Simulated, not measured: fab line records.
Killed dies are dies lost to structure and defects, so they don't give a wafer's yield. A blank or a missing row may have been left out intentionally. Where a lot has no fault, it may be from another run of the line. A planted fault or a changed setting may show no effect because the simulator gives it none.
Comparing a struck lot with a sound one ; flow ritCmos ; 15 steps out of a route of 202
Sound: wafers L246.1, L246.4, L246.5. The struck wafers were L253.1, L253.3, L253.5. The cause comes at the end.
Each step with rows lists, per side, the tool, then ch with its chambers, then its first start. Under that, the readings that differ: sound wafers ; struck wafers ; difference of the means ; sigmas: that difference in standard deviations of wafers without a fault.
alike: a reading whose means differ by less than 2 such deviations, as well as words and numbers matching on both sides. not compared: withheld readings; readings where some wafer has no value; bounds like >300 that might hide an equal value; numbers whose values overlap and for which the record gives no deviation.
A row with sigmas, a row that says differs or no value, or rows on one side alone: a step with any of these is where the two part. Numbers that have no deviation but don't overlap get no sigmas and don't part them. A reading that every wafer of one side lacks parts them only if that side has two wafers or more.

first, 2 steps without rows for these wafers: RIT_NRETRO_HARDBAKE_07 (time 120 s); RIT_NRETRO_IMPLANT_08.
RIT_NRETRO_STRIP_09: strips in O2, time 180 s.
  sound on plasmaAsher-04 ch 0,1, day 2 12:32; struck on plasmaAsher-02 ch 0,1, day 3 23:08
  alike: chamberPressureMTorr, drypumpMotorCurrentA
  not compared: rfHoursCounterH
RIT_NRETRO_TW_MEAS_10:
  sound: filmMetro-03 at day 2 12:43; struck: filmMetro-03 at day 3 23:18
  alike: NRETRO_TW
then, 6 steps without rows for these wafers: RIT_PRETRO_HMDS_00 (prime time 60 s); RIT_PRETRO_COAT_01 (resist thk 1300 nm); RIT_PRETRO_SOFTBAKE_02 (time 60 s); RIT_PRETRO_EXPOSE_03 (exposes mask M5, target cd 43700 nm); RIT_PRETRO_PEB_04; RIT_PRETRO_DEVELOP_05 (develop time 68 s).
RIT_PRETRO_OVL_MEAS_06:
  sound: overlay-02 at day 2 13:48; struck: overlay-01 at day 4 00:22
  alike: PRETRO_OVL
then, 1 step without rows for these wafers: RIT_PRETRO_HARDBAKE_07 (time 120 s).
RIT_PRETRO_IMPLANT_08:
  sound on implanter-01 ch 0, day 2 14:05; struck on implanter-01 ch 0, day 4 00:40
reading;sound;struck;difference;sigmas
beamEnergyKeV;44.990 44.981 44.992;44.413 44.408 44.408;-0.578;-41
model.implant.drpNm (nm);55.07 55.07 55.07;54.63 54.63 54.63;-0.44;
  alike: beamOnS, tiltDeg
RIT_PRETRO_STRIP_09: strips in O2, time 180 s.
  sound on plasmaAsher-01 ch 1, day 2 14:14; struck on plasmaAsher-03 ch 0,1, day 4 00:49
  alike: chamberPressureMTorr, drypumpMotorCurrentA
  not compared: rfHoursCounterH
RIT_M1_PROBE_99:
  sound: prober-01 at day 3 17:52; struck: prober-02 at day 5 09:07
  alike: killedAtFrontEnd, killedDies, killedOpen, killedShort

WHERE THEY PART
RIT_PRETRO_IMPLANT_08 only, going by this record. Later steps at which nothing parts them and some readings are alike: RIT_PRETRO_STRIP_09, RIT_M1_PROBE_99.

WHY: the cause the simulator had injected
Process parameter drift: implanter-01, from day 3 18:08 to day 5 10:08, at RIT_PRETRO_IMPLANT_08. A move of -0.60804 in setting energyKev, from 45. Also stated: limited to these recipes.
